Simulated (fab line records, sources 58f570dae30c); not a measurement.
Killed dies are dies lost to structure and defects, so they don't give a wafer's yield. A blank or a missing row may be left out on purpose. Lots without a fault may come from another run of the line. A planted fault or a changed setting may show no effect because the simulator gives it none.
fab line records | flow berkeley_cmos170
record lots=15 wafers=45 last_day=13
route steps=331 shown PSD@183 M3@310
lots that met no fault: from a run of the same line without faults
start_h: hours from the record's first day to the start of the lot's first wafer shown | wait_h: hours since the lot's step before | " the same as in the row above | L1.1+2: a row that stands for several wafers | - no value, or no start given | * or withheld: withheld | < > ~ a bound
route shown NAME@n: a module of which the file shows steps, and the number in the route of the first | usual: mean/standard deviation of fault-free wafers | same: alike in all rows | chamber/n: place in a boat | sites: the reading at each site | _std_site: their standard deviation | _edge_site: outer sites' mean less inner sites' | radius_mm: how far each site lies from the wafer's centre | mask NAME#n: copy n | behind: the tool/chamber that last shaped the wafer | hold: why the lot was held/for how many hours/how that ended | device: the transistor (n, p or np) that didn't switch | end of line: the same wafers' tests at the end of the route | a step without rows: its recipe alone | killed: dies lost to structure and defects at the first sort, not the wafer's yield | map: a wafer's dies, x killed, . not, _ none there
set.NAME: the setting as run; set.NAME@STEP: as run at that earlier step | model.NAME: the simulator's own value behind a step, which no gauge read
steps of the route over a sample of lots; a table a step, a row a wafer
services: from which hour (start_h, from the record's first day; less than 0 if before it) a tool's chamber was out of use, for how many hours, and why
## steps
# step UCB170_PSD_IMPLANT_08
# recipe species=B dose_cm2=2.95e+15 energy_kev=20 tilt_deg=7
# usual beam_energy_keV=20.001/0.0069
# columns lot.wafer tool chamber start_h wait_h beam_energy_keV
L307.1 implanter-02 0 166.68 0.0 20.001
L307.4 " 0 " " 20.004
L307.5 " 0 " " 20.002
L305.1 implanter-03 0 167.23 0.0 19.999
L305.3 " 0 " " 19.998
L305.6 " 0 " " 19.997
L306.3 implanter-02 0 167.49 0.1 20.000
L306.5 " 0 " " 19.992
L306.6 " 0 " " 20.003
L308.3 implanter-02 0 184.48 0.1 20.006
L308.4 " 0 " " 20.003
L308.6 " 0 " " 20.003
L310.4 implanter-03 0 197.18 0.1 20.013
L310.5 " 0 " " 20.002
L310.6 " 0 " " 20.010
L311.1 implanter-03 0 197.41 0.0 19.999
L311.2 " 0 " " 19.993
L311.6 " 0 " " 19.993
L316.1 implanter-03 0 211.86 0.0 19.980
L316.2 " 0 " " 19.990
L316.5 " 0 " " 19.992
L313.2 implanter-02 0 212.08 0.0 20.000
L313.4 " 0 " " 20.010
L313.5 " 0 " " 19.996
L314.1 implanter-03 0 212.20 0.0 20.223
L314.4 " 0 " " 20.237
L314.5 " 0 " " 20.225
L318.1 implanter-03 0 223.45 0.0 20.227
L318.3 " 0 " " 20.233
L318.4 " 0 " " 20.227
L315.2 implanter-03 0 223.75 0.0 20.219
L315.3 " 0 " " 20.222
L315.6 " 0 " " 20.216
L322.1 implanter-01 0 245.78 0.0 20.011
L322.5 " 0 " " 20.000
L322.6 " 0 " " 20.013
L324.4 implanter-02 0 266.49 0.1 20.009
L324.5 " 0 " " 20.000
L324.6 " 0 " " 20.002
L326.1 implanter-02 0 276.85 0.0 19.999
L326.4 " 0 " " 19.998
L326.5 " 0 " " 20.007
L325.1 implanter-01 0 283.27 0.0 20.001
L325.2 " 0 " " 20.000
L325.5 " 0 " " 20.000
# step UCB170_M3_SPUTTER_01
# recipe material=Al target_thk_nm=900 time_s=120 power_w=5929 chamber_pressure_pa=0.5
# usual throttle_valve_pct=30.1/1
# columns lot.wafer tool chamber start_h wait_h throttle_valve_pct
L305.1 pvd_sputter-02 - 195.40 0.0 29.0
L305.3 " - " " 29.8
L305.6 " - " " 29.9
L307.1 pvd_sputter-03 - 196.12 0.0 31.7
L307.4 " - " " 31.0
L307.5 " - " " 30.8
L306.3 pvd_sputter-01 - 197.30 0.0 32.3
L306.5 " - " " 29.8
L306.6 " - " " 30.1
L308.3 pvd_sputter-03 - 209.56 0.0 29.0
L308.4 " - " " 31.9
L308.6 " - " " 30.9
L310.4 pvd_sputter-01 - 219.31 0.0 32.3
L310.5 " - " " 29.9
L310.6 " - " " 30.3
L311.1 pvd_sputter-02 - 221.16 0.0 29.2
L311.2 " - " " 29.5
L311.6 " - " " 30.5
L316.1 pvd_sputter-02 - 236.96 0.0 29.0
L316.2 " - " " 30.0
L316.5 " - " " 30.1
L313.2 pvd_sputter-01 - 238.06 0.0 29.6
L313.4 " - " " 29.6
L313.5 " - " " 29.7
L314.1 pvd_sputter-03 - 238.34 0.0 29.2
L314.4 " - " " 30.6
L314.5 " - " " 29.0
L318.1 pvd_sputter-02 - 245.41 0.0 30.2
L318.3 " - " " 28.9
L318.4 " - " " 30.5
L315.2 pvd_sputter-01 - 245.69 0.0 29.6
L315.3 " - " " 30.0
L315.6 " - " " 29.9
L322.1 pvd_sputter-02 - 269.23 0.0 30.4
L322.5 " - " " 29.9
L322.6 " - " " 28.9
L324.4 pvd_sputter-03 - 294.18 0.0 31.0
L324.5 " - " " 29.0
L324.6 " - " " 30.9
L326.1 pvd_sputter-02 - 302.33 0.0 28.8
L326.4 " - " " 30.3
L326.5 " - " " 29.5
L325.1 pvd_sputter-02 - 308.75 0.0 29.2
L325.2 " - " " 29.8
L325.5 " - " " 29.2
# step UCB170_M3_CD_MEAS_15
# recipe target_cd_nm=700
# usual cd_nm=700.2/1.4
# columns lot.wafer tool chamber start_h wait_h cd_nm
L305.1 cd_sem-01 - 198.34 - 700.4
L305.3 " - " " 699.4
L305.6 " - " " 700.5
L307.1 cd_sem-01 - 198.69 - 700.4
L307.4 " - " " 700.8
L307.5 " - " " 701.7
L306.3 cd_sem-02 - 199.95 - 699.2
L306.5 " - " " 700.9
L306.6 " - " " 698.5
L308.3 cd_sem-01 - 212.06 - 700.7
L308.4 " - " " 699.8
L308.6 " - " " 699.6
L310.4 cd_sem-02 - 221.91 - 697.6
L310.5 " - " " 697.6
L310.6 " - " " 697.9
L311.1 cd_sem-01 - 223.69 - 698.8
L311.2 " - " " 698.3
L311.6 " - " " 699.9
L316.1 cd_sem-01 - 239.50 - 698.1
L316.2 " - " " 699.0
L316.5 " - " " 700.7
L313.2 cd_sem-02 - 240.39 - 700.9
L313.4 " - " " 700.6
L313.5 " - " " 700.2
L314.1 cd_sem-01 - 240.50 - 702.6
L314.4 " - " " 702.9
L314.5 " - " " 701.8
L318.1 cd_sem-02 - 251.56 - 700.1
L318.3 " - " " 698.8
L318.4 " - " " 700.6
L315.2 cd_sem-01 - 251.85 - 700.8
L315.3 " - " " 700.2
L315.6 " - " " 700.8
L322.1 cd_sem-01 - 271.20 - 700.1
L322.5 " - " " 701.5
L322.6 " - " " 701.9
L324.4 cd_sem-01 - 296.92 - 698.0
L324.5 " - " " 699.5
L324.6 " - " " 699.9
L326.1 cd_sem-01 - 304.92 - 700.2
L326.4 " - " " 698.0
L326.5 " - " " 700.4
L325.1 cd_sem-01 - 312.27 - 699.8
L325.2 " - " " 700.4
L325.5 " - " " 701.6
# step UCB170_M3_STRIP_19
# recipe chemistry=O2 power_w=400 pressure_mtorr=3500 platen_temp_c=withheld o2_flow_sccm=400 overash_fraction=0.5
# usual chamber_pressure_mTorr=3499.8/2.9 drypump_motor_current_A=5.81/0.16 oes_product_au=0.550/0.025
# same overash_fraction=0.5
# columns lot.wafer tool chamber start_h wait_h chamber_pressure_mTorr drypump_motor_current_A oes_product_au rf_hours_counter_h
L305.1 plasma_asher-02 0 198.72 0.1 3499.3 5.77 0.558 10
L305.3 " 1 " " 3499.7 5.88 0.582 -
L305.6 " 1 " " 3504.1 5.87 0.581 -
L307.1 plasma_asher-01 1 199.07 0.1 3501.9 5.85 0.575 50
L307.4 " 1 " " 3504.4 5.89 0.544 -
L307.5 " 0 " " 3500.5 5.57 0.556 -
L306.3 plasma_asher-01 0 200.33 0.1 3492.2 5.57 0.546 -
L306.5 " 0 " " 3502.1 5.56 0.556 -
L306.6 " 1 " " 3499.4 5.86 0.495 -
L308.3 plasma_asher-03 1 212.44 0.1 3504.9 5.68 0.564 -
L308.4 " 0 " " 3499.6 6.09 0.578 -
L308.6 " 0 " " 3494.3 6.08 0.551 -
L310.4 plasma_asher-02 1 222.27 0.1 3499.4 5.90 0.508 -
L310.5 " 0 " " 3501.2 5.75 0.551 -
L310.6 " 1 " " 3495.7 5.90 0.512 -
L311.1 plasma_asher-02 1 224.08 0.1 3501.0 5.88 0.567 13
L311.2 " 0 " " 3500.0 5.79 0.556 13
L311.6 " 1 " " 3501.0 5.86 0.580 -
L316.1 plasma_asher-01 0 239.89 0.1 3502.4 5.57 0.519 55
L316.2 " 1 " " 3495.0 5.85 0.548 55
L316.5 " 1 " " 3504.0 5.85 0.553 -
L313.2 plasma_asher-03 1 240.75 0.1 3499.9 5.70 0.585 50
L313.4 " 0 " " 3501.7 6.06 0.532 -
L313.5 " 0 " " 3495.7 6.07 0.534 -
L314.1 plasma_asher-02 1 240.89 0.1 3493.5 5.88 0.556 15
L314.4 " 1 " " 3500.1 5.90 0.561 -
L314.5 " 1 " " 3498.3 5.91 0.560 -
L318.1 plasma_asher-01 0 251.94 0.1 3502.5 5.57 0.542 56
L318.3 " 0 " " 3499.5 5.56 0.543 -
L318.4 " 1 " " 3500.4 5.88 0.505 -
L315.2 plasma_asher-02 1 252.22 0.1 3499.8 5.86 0.566 16
L315.3 " 0 " " 3501.3 5.78 0.549 -
L315.6 " 0 " " 3503.3 5.79 0.560 -
L322.1 plasma_asher-03 0 271.59 0.1 3501.2 6.05 0.556 53
L322.5 " 1 " " 3502.0 5.70 0.515 -
L322.6 " 0 " " 3500.8 6.11 0.569 -
L324.4 plasma_asher-01 1 297.28 0.1 3500.0 5.81 0.580 -
L324.5 " 1 " " 3498.1 5.86 0.574 -
L324.6 " 0 " " 3503.3 5.57 0.544 -
L326.1 plasma_asher-01 1 305.30 0.1 3499.5 5.85 0.494 62
L326.4 " 0 " " 3501.8 5.58 0.502 -
L326.5 " 0 " " 3504.6 5.56 0.493 -
L325.1 plasma_asher-03 0 312.65 0.1 3501.0 6.07 0.560 58
L325.2 " 1 " " 3502.9 5.66 0.508 58
L325.5 " 1 " " 3499.0 5.69 0.503 -
## services
# columns tool chamber start_h hours kind
plasma_asher-01 - 163.75 0.8 repair
implanter-01 - 165.80 0.8 repair
plasma_asher-01 - 169.57 2.2 repair
implanter-01 - 212.26 3.3 repair
implanter-03 - 225.70 3.2 repair
implanter-02 - 232.77 9.9 repair
plasma_asher-02 - 254.88 3.2 repair
implanter-01 - 263.85 0.9 repair
implanter-02 - 265.08 0.6 repair
implanter-01 - 269.91 0.5 repair
pvd_sputter-02 - 274.51 0.8 repair
pvd_sputter-01 - 283.59 2.1 repair
## key
first_sign step=UCB170_PSD_IMPLANT_08 reading=beam_energy_keV direction=up sigmas=33 usual=20.001 struck=20.226
effect none on later readings
met_at UCB170_PSD_IMPLANT_08
struck_lots L314,L315,L318
sort_left_out L318.1,L318.3,L318.4
tester_left_out L314,L315,L318
not_acting_at UCB170_M3_SPUTTER_01,UCB170_M3_CD_MEAS_15,UCB170_M3_STRIP_19
onset_between 211.86 212.20
fault kind=process_parameter_drift tool=implanter-03 chamber=- onset_h=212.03 steps=UCB170_PSD_IMPLANT_08 channel=energy_kev offset=0.22637 shape=step end_h=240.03 acts_in=these_recipes_only stated=20
# tester_left_out: of these lots the tester's yield and bins aren't shown, on N5 and GAA mostly nor the transistor test; their killed dies are dies lost to structure and defects alone, not to doping, threshold or leakage, so they don't give the yield
# sort_left_out: the simulated sort isn't trusted on such a fault, so these wafers' sort isn't shown, and their yield isn't known
